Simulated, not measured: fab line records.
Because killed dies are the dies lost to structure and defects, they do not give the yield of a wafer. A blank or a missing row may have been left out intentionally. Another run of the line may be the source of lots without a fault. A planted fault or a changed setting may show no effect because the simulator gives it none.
Split-lot study | flow berkeley cmos170 | 5 lots, 23 wafers read, on a route of 331 steps

== THE SPLIT ==
At UCB170_M1_SPUTTER_00 (material Al, target thk 600 nm, time 80 s), the setting chamber pressure pa was moved away from the recipe's 0.5 Pa on 20 of the 23 wafers read, by -8.3% to +14.4%. All remaining wafers had this setting at the recipe value.

The reading is taken at the split's own step.

== THE READING ==
Al_of_M1_SPUTTER_00.thk nm (the simulator's own value, which no gauge read), in nm, at UCB170_M1_SPUTTER_00 (material Al, target thk 600 nm, time 80 s). The file does not state a usual value for it. Average 593.3 nm, standard deviation 0.59 nm, over the 3 wafers here run with the recipe.

wafer  | tool, chamber at the split | chamber pressure pa as run, Pa | against the recipe | Al_of_M1_SPUTTER_00.thk nm, nm | against lot-mates on the recipe
L075.1 | pvd sputter-04, -          | 0.4584                         | -8.3%              | 612                            | no lot-mate on the recipe
L075.2 | pvd sputter-04, -          | 0.4584                         | -8.3%              | 612                            | no lot-mate on the recipe
L075.3 | pvd sputter-04, -          | 0.4584                         | -8.3%              | 611.1                          | no lot-mate on the recipe
L075.4 | pvd sputter-04, -          | 0.4584                         | -8.3%              | 615.8                          | no lot-mate on the recipe
L075.5 | pvd sputter-04, -          | 0.4584                         | -8.3%              | 606.6                          | no lot-mate on the recipe
L079.1 | pvd sputter-01, -          | 0.5718                         | +14.4%             | 575.1                          | no lot-mate on the recipe
L079.2 | pvd sputter-01, -          | 0.5718                         | +14.4%             | 566.4                          | no lot-mate on the recipe
L079.3 | pvd sputter-01, -          | 0.5718                         | +14.4%             | 565.6                          | no lot-mate on the recipe
L079.4 | pvd sputter-01, -          | 0.5718                         | +14.4%             | 574.4                          | no lot-mate on the recipe
L079.5 | pvd sputter-01, -          | 0.5718                         | +14.4%             | 569.2                          | no lot-mate on the recipe
L080.2 | pvd sputter-03, -          | 0.4737                         | -5.3%              | 598.1                          | no lot-mate on the recipe
L080.3 | pvd sputter-03, -          | 0.4737                         | -5.3%              | 601.9                          | no lot-mate on the recipe
L080.4 | pvd sputter-03, -          | 0.4737                         | -5.3%              | 604.5                          | no lot-mate on the recipe
L080.5 | pvd sputter-03, -          | 0.4737                         | -5.3%              | 600.1                          | no lot-mate on the recipe
L080.6 | pvd sputter-03, -          | 0.4737                         | -5.3%              | 598.4                          | no lot-mate on the recipe
L082.2 | pvd sputter-04, -          | 0.5                            | recipe             | 592.7                          | -
L082.4 | pvd sputter-04, -          | 0.5                            | recipe             | 594.1                          | -
L082.6 | pvd sputter-04, -          | 0.5                            | recipe             | 593.1                          | -
L085.2 | pvd sputter-04, -          | 0.5611                         | +12.2%             | 581.6                          | no lot-mate on the recipe
L085.3 | pvd sputter-04, -          | 0.5611                         | +12.2%             | 581.7                          | no lot-mate on the recipe
L085.4 | pvd sputter-04, -          | 0.5611                         | +12.2%             | 585                            | no lot-mate on the recipe
L085.5 | pvd sputter-04, -          | 0.5611                         | +12.2%             | 586.6                          | no lot-mate on the recipe
L085.6 | pvd sputter-04, -          | 0.5611                         | +12.2%             | 587.1                          | no lot-mate on the recipe

FIT RESULTS
A straight line over all 23 wafers: Al_of_M1_SPUTTER_00.thk nm changes by -1.47 nm for each +1% of chamber pressure pa; r = -0.94; the points scatter about the line by 5.4 nm.
Too few moved wafers with a lot-mate on the recipe to fit a line net of each lot's own level.

== THE FILE'S OWN FIT ==
Al_of_M1_SPUTTER_00.thk nm changes by -1.47 nm for each +1% of chamber pressure pa, r = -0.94.
